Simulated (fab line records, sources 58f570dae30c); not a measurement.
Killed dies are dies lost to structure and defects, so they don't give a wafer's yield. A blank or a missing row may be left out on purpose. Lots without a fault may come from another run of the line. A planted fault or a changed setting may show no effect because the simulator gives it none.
Which tool did it? | flow berkeley_cmos170 | 13 lots, 39 wafers sampled, at 2 steps of a route of 331

WHAT THE GAUGES READ, wafer by wafer
UCB170_CONTACT_CD_MEAS_15: target cd 700 nm. Usual: cd_nm 699.7 nm, standard deviation 1.4.
lot  | measured     | on        | cd_nm (nm)                          | flag
L786 | day 7 23:03  | cd_sem-02 | 699.5 699.2 700.9                   |
L788 | day 8 13:42  | cd_sem-01 | 700.1 700.7 699.8                   |
L787 | day 8 14:04  | cd_sem-02 | 698.3 698.5 699.2                   |
L789 | day 9 02:58  | cd_sem-01 | 700.5 700.1 700.5                   |
L791 | day 9 07:05  | cd_sem-02 | 698.5 697.8 697.3                   |
L792 | day 9 07:32  | cd_sem-02 | 701.7 700.7 701.5                   |
L793 | day 9 18:06  | cd_sem-02 | 700.0 700.4 699.4                   |
L795 | day 10 09:31 | cd_sem-01 | 708.7 699.1 700.6 708.3 698.9 700.7 |
L800 | day 11 06:44 | cd_sem-02 | 699.5 700.5 697.5                   |
L804 | day 12 11:20 | cd_sem-02 | 699.7 699.6 699.8                   |
L803 | day 12 11:47 | cd_sem-01 | 701.2 700.6 703.4                   |
L807 | day 13 03:25 | cd_sem-01 | 698.2 697.7 697.4                   |
L808 | day 13 21:28 | cd_sem-01 | 698.8 698.8 698.7                   |

WHICH TOOL RAN EACH LOT (tool, then ch and the chambers of the sampled wafers, then the start)
lot  | UCB170_CONTACT_EXPOSE_12
L786 | krf_scanner-02 ch 0, day 7 22:38
L788 | krf_scanner-01 ch 0, day 8 13:13
L787 | krf_scanner-02 ch 0, day 8 13:34
L789 | krf_scanner-02 ch 0, day 9 02:25
L791 | krf_scanner-01 ch 0, day 9 06:42
L792 | krf_scanner-02 ch 0, day 9 07:09
L793 | krf_scanner-02 ch 0, day 9 17:43
L795 | krf_scanner-01 ch 0, day 10 08:39
L800 | krf_scanner-02 ch 0, day 11 06:06
L804 | krf_scanner-01 ch 0, day 12 10:57
L803 | krf_scanner-01 ch 0, day 12 11:24
L807 | krf_scanner-01 ch 0, day 13 01:32
L808 | krf_scanner-01 ch 0, day 13 20:52
- UCB170_CONTACT_EXPOSE_12: exposes mask CONT, target cd 700 nm.

WHAT THE TOOLS THEMSELVES READ (means of the sampled wafers that have a number; where no wafer has one, the mark that the record gives instead)
UCB170_CONTACT_EXPOSE_12. Usual: exposure_dose_mJ_cm2 34.34, standard deviation 0.039.
lot  | tool           | exposure_dose_mJ_cm2 | flag
L786 | krf_scanner-02 | 34.37                |
L788 | krf_scanner-01 | 34.26                |
L787 | krf_scanner-02 | 34.34                |
L789 | krf_scanner-02 | 34.33                |
L791 | krf_scanner-01 | 34.35                |
L792 | krf_scanner-02 | 34.36                |
L793 | krf_scanner-02 | 34.31                |
L795 | krf_scanner-01 | 34.04                | OFF
L800 | krf_scanner-02 | 34.32                |
L804 | krf_scanner-01 | 34.32                |
L803 | krf_scanner-01 | 34.28                |
L807 | krf_scanner-01 | 34.35                |
L808 | krf_scanner-01 | 34.35                |

THE ANSWER, worked out from the rows above alone
Rule: a lot is off if the mean of its wafers that have a number lies more than 3 standard deviations from the usual mean. A lot without any number at a reading at which 4 lots or more have one is off too. The other lots that the step has rows for count as sound. The gauges are gone through in route order, then the tools' own readings, and for those a lot's mean is taken as printed above. The first step at which some lot is off is used, and at that step the reading that is off furthest; a lot without a number counts as furthest.
Off: L795, at UCB170_CONTACT_EXPOSE_12 (exposure_dose_mJ_cm2).
A tool fits if, at that step or a process step before it, it ran every lot that is off, and no sound lot after the first of them. None of those tried fits.

WHAT THE SIMULATOR HAD PUT IN
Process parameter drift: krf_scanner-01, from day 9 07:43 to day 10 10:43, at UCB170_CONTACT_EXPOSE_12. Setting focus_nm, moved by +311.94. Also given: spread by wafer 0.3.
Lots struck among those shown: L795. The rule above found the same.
